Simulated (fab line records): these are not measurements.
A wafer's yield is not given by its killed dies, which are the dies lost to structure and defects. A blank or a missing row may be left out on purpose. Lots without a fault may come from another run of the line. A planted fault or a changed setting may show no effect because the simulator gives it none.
fab line records ; flow berkeley-cmos170 ; part 1 of 2: steps 1 to 39 of 44
[record] lots = 6; wafers = 18; last-day = 11
route steps=331 shown M2@282 V2@292 M3@309
lots that met no fault: from a run of the same line without faults
start-h: hours from the record's first day to the start of the lot's first wafer shown ; wait-h: how many hours have passed since the lot's step before this one ; " as in the row above ; L1.1+2: a row that stands for several wafers ; - no value, or no start was given ; * or withheld: withheld ; < > ~ a bound
route shown NAME@n: names a module that has steps shown in the file, with the first one's number in the route ; usual: mean/standard deviation taken from wafers without a fault ; same: alike in all rows ; chamber/n: place in a boat ; sites: readings site by site ; _std_site: the values' standard deviation ; _edge_site: outer sites' mean less inner sites' ; radius-mm: for every site, how far away it sits from the centre of the wafer ; mask NAME#n: copy n ; behind: the last tool/chamber to shape the wafer ; hold: why the lot was held/for how many hours/how that ended ; device: the n, p or np transistor that did not switch ; end of line: tests run on the same wafers once the route is complete ; for a step that has no rows: nothing shown but its recipe ; killed: dies that structure and defects cost at the first sort, which is not the same as the wafer's yield ; map: a wafer's dies, marking killed ones x, the rest . and places with no die _
set.NAME: the run value of the setting; set.NAME@STEP: its run value at that earlier step ; model.NAME: the simulator's own value behind a step, which no gauge read
lots at some steps of the route; a table a step, a row a wafer
services: a tool's chamber out of use, with start hour (start-h, from the record's first day; less than 0 if before it), hours out, and reason
[[steps]]
[step UCB170_M2_SOFTBAKE_11]
[recipe] resist = KrF; temp-c = 130; time-s = 60
[step UCB170_M2_EXPOSE_12]
[recipe] mask-id = METAL2; target-cd-nm = 700; na = 0.5; sigma-outer = 0.6; source-shape = conventional; dose-mj = 26
[step UCB170_M2_PEB_13]
[recipe] peb-temp-c = 130; peb-time-s = withheld; resist = KrF
[step UCB170_M2_DEVELOP_14]
[recipe] developer = TMAH; develop-time-s = 45; resist = KrF; dev-temp-c = 21
[step UCB170_M2_CD_MEAS_15]
[recipe] target-cd-nm = 700
[usual] cd-nm = 699.9/1.2
lot.wafer;tool;chamber;start-h;wait-h;cd-nm
L310.1;cd-sem-02;-;166.47;-;699.9
L310.4;cd-sem-02;-;166.47;-;699.5
L310.6;cd-sem-02;-;166.47;-;700.4
L317.3;cd-sem-01;-;205.65;-;699.0
L317.5;cd-sem-01;-;205.65;-;699.6
L317.6;cd-sem-01;-;205.65;-;699.2
L319.1;cd-sem-01;-;230.81;-;700.1
L319.2;cd-sem-01;-;230.81;-;700.7
L319.5;cd-sem-01;-;230.81;-;699.9
L321.2;cd-sem-01;-;231.01;-;703.8
L321.3;cd-sem-01;-;231.01;-;701.3
L321.4;cd-sem-01;-;231.01;-;702.7
L328.2;cd-sem-01;-;243.49;-;700.1
L328.3;cd-sem-01;-;243.49;-;700.7
L328.5;cd-sem-01;-;243.49;-;699.6
L331.2;cd-sem-02;-;267.16;-;700.2
L331.3;cd-sem-02;-;267.16;-;699.8
L331.6;cd-sem-02;-;267.16;-;700.1
[step UCB170_M2_OVL_MEAS_16]
[usual] M2_OVL = 0/5.1
lot.wafer;tool;chamber;start-h;wait-h;M2_OVL[nm]
L310.1;overlay-01;-;166.59;0.1;-1
L310.4;overlay-01;-;166.59;0.1;5
L310.6;overlay-01;-;166.59;0.1;-6
L317.3;overlay-01;-;205.75;0.1;1
L317.5;overlay-01;-;205.75;0.1;-9
L317.6;overlay-01;-;205.75;0.1;2
L319.1;overlay-02;-;230.93;0.1;-3
L319.2;overlay-02;-;230.93;0.1;-1
L319.5;overlay-02;-;230.93;0.1;-6
L321.2;overlay-01;-;231.12;0.1;-2
L321.3;overlay-01;-;231.12;0.1;1
L321.4;overlay-01;-;231.12;0.1;6
L328.2;overlay-01;-;243.60;0.1;5
L328.3;overlay-01;-;243.60;0.1;-4
L328.5;overlay-01;-;243.60;0.1;3
L331.2;overlay-02;-;267.26;0.1;8
L331.3;overlay-02;-;267.26;0.1;3
L331.6;overlay-02;-;267.26;0.1;4
[step UCB170_M2_ETCH_17]
[recipe] chemistry = N2/H2; target-depth-a = withheld; overetch-a = withheld; target = BARC; time-s = withheld; source-w = 500; bias-w = 100; pressure-mtorr = 30; n2-flow-sccm = 100; h2-flow-sccm = 200
[usual] drypump-motor-current-A = 5.8/0.48; oes-product-au = 0.987/0.018; throttle-valve-pct = 13.31/0.088
lot.wafer;tool;chamber;start-h;wait-h;drypump-motor-current-A;oes-product-au;throttle-valve-pct
L310.1;rie-diel-02;1;166.63;0.0;5.6;1.017;13.29
L310.4;rie-diel-02;2;166.63;0.0;6.4;0.989;13.36
L310.6;rie-diel-02;1;166.63;0.0;5.6;1.010;13.27
L317.3;rie-diel-01;2;205.77;0.0;5.5;1.004;13.42
L317.5;rie-diel-01;1;205.77;0.0;6.1;0.961;13.33
L317.6;rie-diel-01;0;205.77;0.0;4.8;0.993;13.41
L319.1;rie-diel-02;0;230.97;0.0;5.9;0.976;13.31
L319.2;rie-diel-02;3;230.97;0.0;5.5;0.957;13.39
L319.5;rie-diel-02;0;230.97;0.0;5.9;0.984;13.32
L321.2;rie-diel-01;3;231.15;0.0;5.5;0.954;13.12
L321.3;rie-diel-01;1;231.15;0.0;6.1;0.957;13.34
L321.4;rie-diel-01;0;231.15;0.0;4.7;0.996;13.39
L328.2;rie-diel-01;0;243.63;0.0;4.7;0.998;13.40
L328.3;rie-diel-01;2;243.63;0.0;5.5;1.005;13.43
L328.5;rie-diel-01;0;243.63;0.0;4.7;0.994;13.40
L331.2;rie-diel-01;3;267.34;0.1;5.6;0.963;13.13
L331.3;rie-diel-01;1;267.34;0.1;6.1;0.958;13.33
L331.6;rie-diel-01;3;267.34;0.1;5.6;0.961;13.10
[step UCB170_M2_METAL_ETCH_18]
[recipe] chemistry = Cl2/BCl3; target = Al; stop-on = SiO2; pressure-mtorr = 12; target-depth-a = 11700; over-etch-frac = 0.3; time-s = 195; icp-w = 600; bias-w = 120; Cl2_flow_sccm = 90; bcl3-flow-sccm = 45
[usual] bcl3-flow-sccm = 44.99/0.14; drypump-motor-current-A = 5.8/0.33; oes-product-au = 0.848/0.014; throttle-valve-pct = 24.22/0.23
lot.wafer;tool;chamber;start-h;wait-h;bcl3-flow-sccm;drypump-motor-current-A;oes-product-au;rf-hours-counter-h;throttle-valve-pct
L310.1;rie-metal-03;0;166.67;-;44.89;5.7;0.867;7;24.55
L310.4;rie-metal-03;1;166.67;-;45.03;5.4;0.849;-;24.53
L310.6;rie-metal-03;1;166.67;-;44.89;5.4;0.853;-;24.52
L317.3;rie-metal-02;1;205.87;-;44.83;6.1;0.858;-;24.08
L317.5;rie-metal-02;1;205.87;-;44.79;6.1;0.851;-;24.08
L317.6;rie-metal-02;0;205.87;-;44.95;5.5;0.838;-;23.99
L319.1;rie-metal-01;1;231.01;-;44.98;6.2;0.865;13;24.12
L319.2;rie-metal-01;0;231.01;-;45.04;6.3;0.846;12;24.40
L319.5;rie-metal-01;1;231.01;-;44.96;6.2;0.867;-;24.10
L321.2;rie-metal-03;1;231.19;-;44.98;5.4;0.848;12;24.52
L321.3;rie-metal-03;1;231.19;-;45.05;5.4;0.847;-;24.51
L321.4;rie-metal-03;0;231.19;-;45.06;5.7;0.870;-;24.57
L328.2;rie-metal-01;1;243.67;-;45.16;6.2;0.867;14;24.12
L328.3;rie-metal-01;0;243.67;-;44.88;6.3;0.843;-;24.40
L328.5;rie-metal-01;1;243.67;-;44.91;6.2;0.871;-;24.12
L331.2;rie-metal-03;0;267.45;-;45.09;5.7;0.853;-;24.56
L331.3;rie-metal-03;0;267.45;-;45.04;5.7;0.867;-;24.57
L331.6;rie-metal-03;0;267.45;-;45.14;5.7;0.857;-;24.56
[step UCB170_M2_STRIP_19]
[recipe] chemistry = O2; power-w = 400; pressure-mtorr = 3500; platen-temp-c = withheld; o2-flow-sccm = 400; overash-fraction = 0.5
[step UCB170_M2_CD_MEAS_90]
[recipe] target-cd-nm = 700
[usual] cd-nm = 698/3.1
lot.wafer;tool;chamber;start-h;wait-h;cd-nm
L310.1;cd-sem-01;-;166.96;0.1;703
L310.4;cd-sem-01;-;166.96;0.1;697
L310.6;cd-sem-01;-;166.96;0.1;699
L317.3;cd-sem-02;-;206.14;0.1;694
L317.5;cd-sem-02;-;206.14;0.1;693
L317.6;cd-sem-02;-;206.14;0.1;698
L319.1;cd-sem-02;-;231.31;0.1;700
L319.2;cd-sem-02;-;231.31;0.1;701
L319.5;cd-sem-02;-;231.31;0.1;698
L321.2;cd-sem-01;-;231.50;0.1;700
L321.3;cd-sem-01;-;231.50;0.1;700
L321.4;cd-sem-01;-;231.50;0.1;704
L328.2;cd-sem-01;-;243.98;0.1;697
L328.3;cd-sem-01;-;243.98;0.1;702
L328.5;cd-sem-01;-;243.98;0.1;696
L331.2;cd-sem-01;-;267.88;0.1;703
L331.3;cd-sem-01;-;267.88;0.1;702
L331.6;cd-sem-01;-;267.88;0.1;704
[step UCB170_V2_CVD_00]
[recipe] material = SiO2; target-thk-nm = 2000; temp-c = 390; precursor = TEOS/O2; time-s = 250; rf-w = 550; pressure-mtorr = 9000
[step UCB170_V2_THK_MEAS_01]
[recipe] reads = SiO2_of_V2_CVD_00
[usual] V2_TEOS_THK = 2002/32
lot.wafer;tool;chamber;start-h;wait-h;V2_TEOS_THK[nm]
L310.1;film-metro-01;-;167.24;0.1;1992
L310.4;film-metro-01;-;167.24;0.1;2041
L310.6;film-metro-01;-;167.24;0.1;2036
L317.3;film-metro-01;-;206.40;0.1;1964
L317.5;film-metro-01;-;206.40;0.1;2019
L317.6;film-metro-01;-;206.40;0.1;2016
L319.1;film-metro-04;-;231.59;0.1;2027
L319.2;film-metro-04;-;231.59;0.1;1982
L319.5;film-metro-04;-;231.59;0.1;2033
L321.2;film-metro-01;-;231.76;0.1;1970
L321.3;film-metro-01;-;231.76;0.1;1943
L321.4;film-metro-01;-;231.76;0.1;1947
L328.2;film-metro-02;-;244.25;0.1;1985
L328.3;film-metro-02;-;244.25;0.1;1986
L328.5;film-metro-02;-;244.25;0.1;1989
L331.2;film-metro-02;-;268.15;0.1;1994
L331.3;film-metro-02;-;268.15;0.1;2022
L331.6;film-metro-02;-;268.15;0.1;2047
[step UCB170_V2_CMP_02]
[recipe] material = SiO2; down-force-psi = 6; platen-rpm = 60; pad-velocity-m-s = 0.75398
[usual] motor-current-A = 15.9/1.1
lot.wafer;tool;chamber;start-h;wait-h;motor-current-A;model.SiO2_of_V2_CVD_00.thk-nm
L310.1;cmp-01;0;167.40;0.1;17.3;1001
L310.4;cmp-01;1;167.40;0.1;14.8;1000
L310.6;cmp-01;3;167.40;0.1;15.3;1000
L317.3;cmp-02;1;206.54;0.1;17.0;999.1
L317.6;cmp-02;3;206.54;0.1;17.8;999.1
L317.5;cmp-02;0;206.54;0.1;15.4;998.9
L319.1;cmp-02;1;231.94;0.3;18.1;998.6
L319.2;cmp-02;3;231.94;0.3;16.4;998
L319.5;cmp-02;0;231.94;0.3;14.6;749.5
L321.3;cmp-01;3;232.91;1.1;15.1;999.6
L321.4;cmp-01;0;232.91;1.1;15.9;1001
L321.2;cmp-01;1;232.91;1.1;14.7;1001
L328.3;cmp-02;0;244.35;0.1;14.6;747.9
L328.2;cmp-02;1;244.35;0.1;17.8;999.9
L328.5;cmp-02;0;244.35;0.1;15.2;748.8
L331.3;cmp-01;3;268.20;0.0;15.9;999.3
L331.2;cmp-01;0;268.20;0.0;16.3;999.3
L331.6;cmp-01;3;268.20;0.0;16.3;998.7
[step UCB170_V2_BOW_MEAS_03]
[recipe] mode = bow
[usual] V2_BOW = 35/7
lot.wafer;tool;chamber;start-h;wait-h;V2_BOW[um]
L310.1;film-metro-01;-;167.60;0.1;31
L310.4;film-metro-01;-;167.60;0.1;32
L310.6;film-metro-01;-;167.60;0.1;36
L317.3;film-metro-02;-;206.78;0.2;28
L317.5;film-metro-02;-;206.78;0.2;35
L317.6;film-metro-02;-;206.78;0.2;39
L319.1;film-metro-01;-;232.19;0.2;36
L319.2;film-metro-01;-;232.19;0.2;26
L319.5;film-metro-01;-;232.19;0.2;17
L321.2;film-metro-04;-;233.18;0.1;31
L321.3;film-metro-04;-;233.18;0.1;26
L321.4;film-metro-04;-;233.18;0.1;34
L328.2;film-metro-01;-;244.62;0.2;39
L328.3;film-metro-01;-;244.62;0.2;39
L328.5;film-metro-01;-;244.62;0.2;25
L331.2;film-metro-01;-;268.52;0.2;41
L331.3;film-metro-01;-;268.52;0.2;36
L331.6;film-metro-01;-;268.52;0.2;25
[step UCB170_V2_THK_MEAS_04]
[recipe] reads = SiO2_of_V2_CVD_00
[usual] V2_POLISHED_THK = 999.6/1
lot.wafer;tool;chamber;start-h;wait-h;V2_POLISHED_THK[nm]
L310.1;film-metro-01;-;167.72;0.1;1001.3
L310.4;film-metro-01;-;167.72;0.1;1000.1
L310.6;film-metro-01;-;167.72;0.1;999.6
L317.3;film-metro-02;-;206.88;0.1;999.2
L317.5;film-metro-02;-;206.88;0.1;998.3
L317.6;film-metro-02;-;206.88;0.1;998.9
L319.1;film-metro-01;-;232.31;0.1;998.5
L319.2;film-metro-01;-;232.31;0.1;998.1
L319.5;film-metro-01;-;232.31;0.1;749.4
L321.2;film-metro-04;-;233.29;0.1;1000.0
L321.3;film-metro-04;-;233.29;0.1;999.0
L321.4;film-metro-04;-;233.29;0.1;1002.8
L328.2;film-metro-01;-;244.73;0.1;1000.6
L328.3;film-metro-01;-;244.73;0.1;747.9
L328.5;film-metro-01;-;244.73;0.1;748.1
L331.2;film-metro-01;-;268.63;0.1;999.2
L331.3;film-metro-01;-;268.63;0.1;999.1
L331.6;film-metro-01;-;268.63;0.1;998.5
[step UCB170_V2_CLEAN_05]
[recipe] chemistry = DIW
[step UCB170_V2_HMDS_06]
[recipe] prime-time-s = 60; prime-temp-c = 100
[step UCB170_V2_COAT_07]
[recipe] resist = KrF; spin-rpm = 1500; resist-thk-nm = 900
[step UCB170_V2_SOFTBAKE_08]
[recipe] resist = KrF; temp-c = 130; time-s = 60
[step UCB170_V2_EXPOSE_09]
[recipe] mask-id = VIA2; target-cd-nm = 700; na = 0.5; sigma-outer = 0.6; source-shape = conventional; dose-mj = 37
[step UCB170_V2_PEB_10]
[recipe] peb-temp-c = 130; peb-time-s = withheld; resist = KrF
[step UCB170_V2_DEVELOP_11]
[recipe] developer = TMAH; develop-time-s = 45; resist = KrF; dev-temp-c = 21
[step UCB170_V2_CD_MEAS_12]
[recipe] target-cd-nm = 700
[usual] cd-nm = 700.6/1.7
lot.wafer;tool;chamber;start-h;wait-h;cd-nm
L310.1;cd-sem-02;-;169.64;-;697.0
L310.4;cd-sem-02;-;169.64;-;697.6
L310.6;cd-sem-02;-;169.64;-;697.5
L317.3;cd-sem-02;-;208.90;-;700.0
L317.5;cd-sem-02;-;208.90;-;701.3
L317.6;cd-sem-02;-;208.90;-;701.1
L319.1;cd-sem-01;-;235.35;-;698.7
L319.2;cd-sem-01;-;235.35;-;700.4
L319.5;cd-sem-01;-;235.35;-;699.3
L321.2;cd-sem-02;-;236.10;-;701.3
L321.3;cd-sem-02;-;236.10;-;699.5
L321.4;cd-sem-02;-;236.10;-;700.1
L328.2;cd-sem-01;-;246.09;-;701.3
L328.3;cd-sem-01;-;246.09;-;701.1
L328.5;cd-sem-01;-;246.09;-;700.4
L331.2;cd-sem-02;-;270.47;-;700.7
L331.3;cd-sem-02;-;270.47;-;702.5
L331.6;cd-sem-02;-;270.47;-;701.4
[step UCB170_V2_OVL_MEAS_13]
[usual] V2_OVL = 1/5.1
lot.wafer;tool;chamber;start-h;wait-h;V2_OVL[nm]
L310.1;overlay-02;-;169.76;0.1;1
L310.4;overlay-02;-;169.76;0.1;-7
L310.6;overlay-02;-;169.76;0.1;-8
L317.3;overlay-02;-;208.99;0.1;3
L317.5;overlay-02;-;208.99;0.1;4
L317.6;overlay-02;-;208.99;0.1;8
L319.1;overlay-02;-;235.47;0.1;-3
L319.2;overlay-02;-;235.47;0.1;-2
L319.5;overlay-02;-;235.47;0.1;-6
L321.2;overlay-01;-;236.20;0.1;1
L321.3;overlay-01;-;236.20;0.1;0
L321.4;overlay-01;-;236.20;0.1;3
L328.2;overlay-02;-;246.19;0.1;-4
L328.3;overlay-02;-;246.19;0.1;-2
L328.5;overlay-02;-;246.19;0.1;2
L331.2;overlay-02;-;270.58;0.1;6
L331.3;overlay-02;-;270.58;0.1;5
L331.6;overlay-02;-;270.58;0.1;4
[step UCB170_V2_ETCH_14]
[recipe] chemistry = CHF3/CF4/Ar; target = SiO2; stop-on = Al; CHF3_flow_sccm = 45; cf4-flow-sccm = 15; Ar_flow_sccm = 150; pressure-mtorr = 200; rf-w = 700; target-depth-a = 12500; over-etch-frac = 0.25; time-s = 291
[usual] drypump-motor-current-A = 5.7/0.48; oes-product-au = 0.870/0.014; throttle-valve-pct = 6.93/0.097
lot.wafer;tool;chamber;start-h;wait-h;drypump-motor-current-A;oes-product-au;rf-hours-counter-h;throttle-valve-pct;model.V2.feature-depth-nm;model.etch.depth-nm
L310.1;rie-diel-01;2;169.79;0.0;5.5;0.874;19;6.97;1002;1001
L310.4;rie-diel-01;3;169.79;0.0;5.5;0.853;18;6.85;1000;1000
L310.6;rie-diel-01;1;169.79;0.0;6.1;0.848;-;6.99;1000;1000
L317.3;rie-diel-04;0;209.02;0.0;5.8;0.871;32;7.15;999.4;999.1
L317.5;rie-diel-04;1;209.02;0.0;6.0;0.888;-;6.80;998.9;998.9
L317.6;rie-diel-04;0;209.02;0.0;5.8;0.872;-;7.13;999.4;999.1
L319.1;rie-diel-03;0;235.51;0.0;5.6;0.859;3;6.97;998.9;998.6
L319.2;rie-diel-03;2;235.51;0.0;6.6;0.881;58;6.92;998;998
L319.5;rie-diel-03;1;235.51;0.0;6.3;0.736;-;6.91;749.5;749.5
L321.2;rie-diel-01;3;236.23;0.0;5.5;0.849;22;6.86;1001;1001
L321.3;rie-diel-01;1;236.23;0.0;6.1;0.854;101;6.98;999.6;999.6
L321.4;rie-diel-01;3;236.23;0.0;5.5;0.857;-;6.85;1001;1001
L328.2;rie-diel-04;3;246.22;0.0;5.2;0.882;54;6.91;1000;999.9
L328.3;rie-diel-04;1;246.22;0.0;6.0;0.762;20;6.80;747.9;747.9
L328.5;rie-diel-04;3;246.22;0.0;5.2;0.766;-;6.88;749.3;748.8
L331.2;rie-diel-04;1;270.61;0.0;6.0;0.889;20;6.79;999.3;999.3
L331.3;rie-diel-04;3;270.61;0.0;5.2;0.893;55;6.90;999.8;999.3
L331.6;rie-diel-04;2;270.61;0.0;5.5;0.874;-;6.82;998.7;998.7
[step UCB170_V2_STRIP_15]
[recipe] chemistry = O2; power-w = 400; pressure-mtorr = 3500; platen-temp-c = withheld; o2-flow-sccm = 400; overash-fraction = 0.5
[usual] drypump-motor-current-A = 5.9/0.42; oes-product-au = 0.722/0.0045; strip-time-to-endpoint-s = 15.37/0.13
lot.wafer;tool;chamber;start-h;wait-h;drypump-motor-current-A;oes-product-au;rf-hours-counter-h;strip-time-to-endpoint-s
L310.1;plasma-asher-04;1;169.97;0.1;5.2;0.728;48;15.18
L310.4;plasma-asher-04;0;169.97;0.1;6.2;0.732;-;15.38
L310.6;plasma-asher-04;0;169.97;0.1;6.2;0.711;-;15.28
L317.3;plasma-asher-03;0;209.23;0.1;6.1;0.718;-;15.34
L317.5;plasma-asher-03;0;209.23;0.1;6.1;0.720;-;15.39
L317.6;plasma-asher-03;1;209.23;0.1;6.2;0.716;-;15.34
L319.1;plasma-asher-04;1;235.69;0.1;5.2;0.727;56;15.34
L319.2;plasma-asher-04;0;235.69;0.1;6.2;0.717;56;15.43
L319.5;plasma-asher-04;1;235.69;0.1;5.2;0.717;-;15.33
L321.2;plasma-asher-04;1;236.41;0.1;5.2;0.724;56;15.41
L321.3;plasma-asher-04;0;236.41;0.1;6.2;0.730;-;15.40
L321.4;plasma-asher-04;1;236.41;0.1;5.3;0.723;-;15.38
L328.2;plasma-asher-02;0;246.40;0.1;5.5;0.723;45;15.25
L328.3;plasma-asher-02;0;246.40;0.1;5.5;0.723;-;15.33
L328.5;plasma-asher-02;1;246.40;0.1;6.2;0.723;-;15.06
L331.2;plasma-asher-03;0;270.78;0.1;6.1;0.724;18;15.38
L331.3;plasma-asher-03;1;270.78;0.1;6.3;0.726;-;15.19
L331.6;plasma-asher-03;0;270.78;0.1;6.1;0.727;-;15.45
[step UCB170_V2_CD_MEAS_90]
[recipe] target-cd-nm = 700
[usual] cd-nm = 700.5/1.9
lot.wafer;tool;chamber;start-h;wait-h;cd-nm
L310.1;cd-sem-01;-;170.07;0.1;697.5
L310.4;cd-sem-01;-;170.07;0.1;695.9
L310.6;cd-sem-01;-;170.07;0.1;697.5
L317.3;cd-sem-02;-;209.34;0.1;699.2
L317.5;cd-sem-02;-;209.34;0.1;700.6
L317.6;cd-sem-02;-;209.34;0.1;700.4
L319.1;cd-sem-01;-;235.79;0.1;699.1
L319.2;cd-sem-01;-;235.79;0.1;699.6
L319.5;cd-sem-01;-;235.79;0.1;700.0
L321.2;cd-sem-02;-;236.53;0.1;699.6
L321.3;cd-sem-02;-;236.53;0.1;699.4
L321.4;cd-sem-02;-;236.53;0.1;698.3
L328.2;cd-sem-01;-;246.52;0.1;702.3
L328.3;cd-sem-01;-;246.52;0.1;700.1
L328.5;cd-sem-01;-;246.52;0.1;701.8
L331.2;cd-sem-02;-;270.90;0.1;701.4
L331.3;cd-sem-02;-;270.90;0.1;703.5
L331.6;cd-sem-02;-;270.90;0.1;700.8
[step UCB170_M3_PRE_CLEAN_00]
[recipe] gas = Ar; preclean-etch-time-s = 60
[step UCB170_M3_SPUTTER_01]
[recipe] material = Al; target-thk-nm = 900; time-s = 120; power-w = 6000; chamber-pressure-pa = 0.5
[usual] throttle-valve-pct = 29.7/0.51
lot.wafer;tool;chamber;start-h;wait-h;throttle-valve-pct
L310.1;pvd-sputter-04;-;170.26;0.0;29.5
L310.4;pvd-sputter-04;-;170.26;0.0;30.2
L310.6;pvd-sputter-04;-;170.26;0.0;29.4
L317.3;pvd-sputter-02;-;209.48;0.0;28.9
L317.5;pvd-sputter-02;-;209.48;0.0;29.6
L317.6;pvd-sputter-02;-;209.48;0.0;28.9
L319.1;pvd-sputter-04;-;235.97;0.0;30.0
L319.2;pvd-sputter-04;-;235.97;0.0;29.8
L319.5;pvd-sputter-04;-;235.97;0.0;30.0
L321.2;pvd-sputter-02;-;236.70;0.0;30.0
L321.3;pvd-sputter-02;-;236.70;0.0;30.8
L321.4;pvd-sputter-02;-;236.70;0.0;28.8
L328.2;pvd-sputter-04;-;246.69;0.0;29.7
L328.3;pvd-sputter-04;-;246.69;0.0;29.7
L328.5;pvd-sputter-04;-;246.69;0.0;29.8
L331.2;pvd-sputter-04;-;271.07;0.0;29.7
L331.3;pvd-sputter-04;-;271.07;0.0;29.6
L331.6;pvd-sputter-04;-;271.07;0.0;29.8
[step UCB170_M3_RS_MEAS_02]
[recipe] thk-meas-gauge = four-point-probe; reads = Al_of_M3_SPUTTER_01
[usual] M3_AL_RS = 0.0322/0.0004
lot.wafer;tool;chamber;start-h;wait-h;M3_AL_RS[ohm/sq]
L310.1;film-metro-02;-;170.34;0.0;0.0327
L310.4;film-metro-02;-;170.34;0.0;0.0324
L310.6;film-metro-02;-;170.34;0.0;0.0329
L317.3;film-metro-04;-;209.61;0.1;0.0325
L317.5;film-metro-04;-;209.61;0.1;0.0323
L317.6;film-metro-04;-;209.61;0.1;0.0324
L319.1;film-metro-04;-;236.06;0.0;0.0317
L319.2;film-metro-04;-;236.06;0.0;0.0319
L319.5;film-metro-04;-;236.06;0.0;0.0317
L321.2;film-metro-02;-;236.80;0.1;0.0313
L321.3;film-metro-02;-;236.80;0.1;0.0314
L321.4;film-metro-02;-;236.80;0.1;0.0318
L328.2;film-metro-03;-;246.79;0.1;0.0320
L328.3;film-metro-03;-;246.79;0.1;0.0322
L328.5;film-metro-03;-;246.79;0.1;0.0326
L331.2;film-metro-03;-;271.17;0.1;0.0324
L331.3;film-metro-03;-;271.17;0.1;0.0330
L331.6;film-metro-03;-;271.17;0.1;0.0320
[step UCB170_M3_THK_MEAS_03]
[recipe] thk-meas-gauge = xrf; reads = Al_of_M3_SPUTTER_01
[usual] M3_AL_THK = 893/12
lot.wafer;tool;chamber;start-h;wait-h;M3_AL_THK[nm]
L310.1;film-metro-02;-;170.46;0.1;870
L310.4;film-metro-02;-;170.46;0.1;883
L310.6;film-metro-02;-;170.46;0.1;871
L317.3;film-metro-04;-;209.71;0.1;891
L317.5;film-metro-04;-;209.71;0.1;890
L317.6;film-metro-04;-;209.71;0.1;897
L319.1;film-metro-04;-;236.18;0.1;909
L319.2;film-metro-04;-;236.18;0.1;903
L319.5;film-metro-04;-;236.18;0.1;909
L321.2;film-metro-02;-;236.91;0.1;916
L321.3;film-metro-02;-;236.91;0.1;909
L321.4;film-metro-02;-;236.91;0.1;902
L328.2;film-metro-03;-;246.90;0.1;903
L328.3;film-metro-03;-;246.90;0.1;898
L328.5;film-metro-03;-;246.90;0.1;890
L331.2;film-metro-03;-;271.28;0.1;891
L331.3;film-metro-03;-;271.28;0.1;874
L331.6;film-metro-03;-;271.28;0.1;897
[step UCB170_M3_HMDS_04]
[recipe] prime-time-s = 60; prime-temp-c = 100
[step UCB170_M3_COAT_05]
[recipe] resist = KrF; spin-rpm = 1500; resist-thk-nm = 900
[step UCB170_M3_SOFTBAKE_06]
[recipe] resist = KrF; temp-c = 130; time-s = 60
[step UCB170_M3_STRIP_07]
[recipe] chemistry = O2; power-w = 400; pressure-mtorr = 3500; platen-temp-c = withheld; o2-flow-sccm = 400; overash-fraction = 0.5
[usual] drypump-motor-current-A = 6.0/0.31; oes-product-au = 0.735/0.0049; strip-time-to-endpoint-s = 21.95/0.072
lot.wafer;tool;chamber;start-h;wait-h;drypump-motor-current-A;oes-product-au;rf-hours-counter-h;strip-time-to-endpoint-s
L310.1;plasma-asher-03;1;171.32;0.1;6.3;0.732;7;21.87
L310.4;plasma-asher-03;1;171.32;0.1;6.3;0.733;-;21.84
L310.6;plasma-asher-03;1;171.32;0.1;6.3;0.738;-;21.89
L317.3;plasma-asher-02;0;210.77;0.1;5.5;0.724;-;21.95
L317.5;plasma-asher-02;1;210.77;0.1;6.2;0.733;-;21.94
L317.6;plasma-asher-02;0;210.77;0.1;5.5;0.737;-;21.96
L319.1;plasma-asher-03;0;237.67;0.1;6.1;0.734;14;21.89
L319.2;plasma-asher-03;1;237.67;0.1;6.2;0.734;14;21.88
L319.5;plasma-asher-03;0;237.67;0.1;6.1;0.737;-;21.88
L321.2;plasma-asher-03;0;237.97;0.1;6.1;0.732;14;21.91
L321.3;plasma-asher-03;1;237.97;0.1;6.2;0.733;-;21.89
L321.4;plasma-asher-03;0;237.97;0.1;6.1;0.731;-;21.92
L328.2;plasma-asher-01;1;247.45;0.1;5.5;0.732;54;21.81
L328.3;plasma-asher-01;1;247.45;0.1;5.5;0.738;-;21.81
L328.5;plasma-asher-01;0;247.45;0.1;6.0;0.737;-;21.92
L331.2;plasma-asher-01;0;272.32;0.1;6.0;0.740;57;22.10
L331.3;plasma-asher-01;1;272.32;0.1;5.5;0.735;-;22.08
L331.6;plasma-asher-01;0;272.32;0.1;6.0;0.733;-;22.10
[step UCB170_M3_STRIP_08]
[recipe] chemistry = DMSO; temp-c = 80; time-s = 600; material = KrF
[step UCB170_M3_COAT_09]
[recipe] resist = BARC; temp-c = withheld; time-s = withheld; spin-rpm = 3000; resist-thk-nm = withheld
[step UCB170_M3_COAT_10]
[recipe] resist = KrF; spin-rpm = 1500; resist-thk-nm = 900
[step UCB170_M3_SOFTBAKE_11]
[recipe] resist = KrF; temp-c = 130; time-s = 60
[[key]]
[first-sign] step = UCB170_V2_THK_MEAS_04; reading = V2_POLISHED_THK; direction = down; sigmas = 99+; usual = 999.6; struck = 748.5
[effect] step = UCB170_V2_ETCH_14; reading = oes-product-au; direction = down; sigmas = 8.4; usual = 0.870; struck = 0.755
[model-effect] step = UCB170_V2_CMP_02; value = SiO2_of_V2_CVD_00.thk-nm; without = 998.7; struck = 748.7
[model-effect] step = UCB170_V2_ETCH_14; value = V2.feature-depth-nm; without = 998.9; struck = 748.9
[model-effect] step = UCB170_M3_METAL_ETCH_18; value = SiO2_of_V2_CVD_00.thk-nm; without = 936.9; struck = 686.9
met-at UCB170_V2_CMP_02
struck-wafers L319.5,L328.3,L328.5
onset-between 206.54 231.94
[fault] kind = process-parameter-drift; tool = cmp-02; chamber = 0; onset-h = 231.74; steps = UCB170_V2_CMP_02; channel = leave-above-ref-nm; offset = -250; shape = step; end-h = 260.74; acts-in = these-recipes-only; stated = 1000
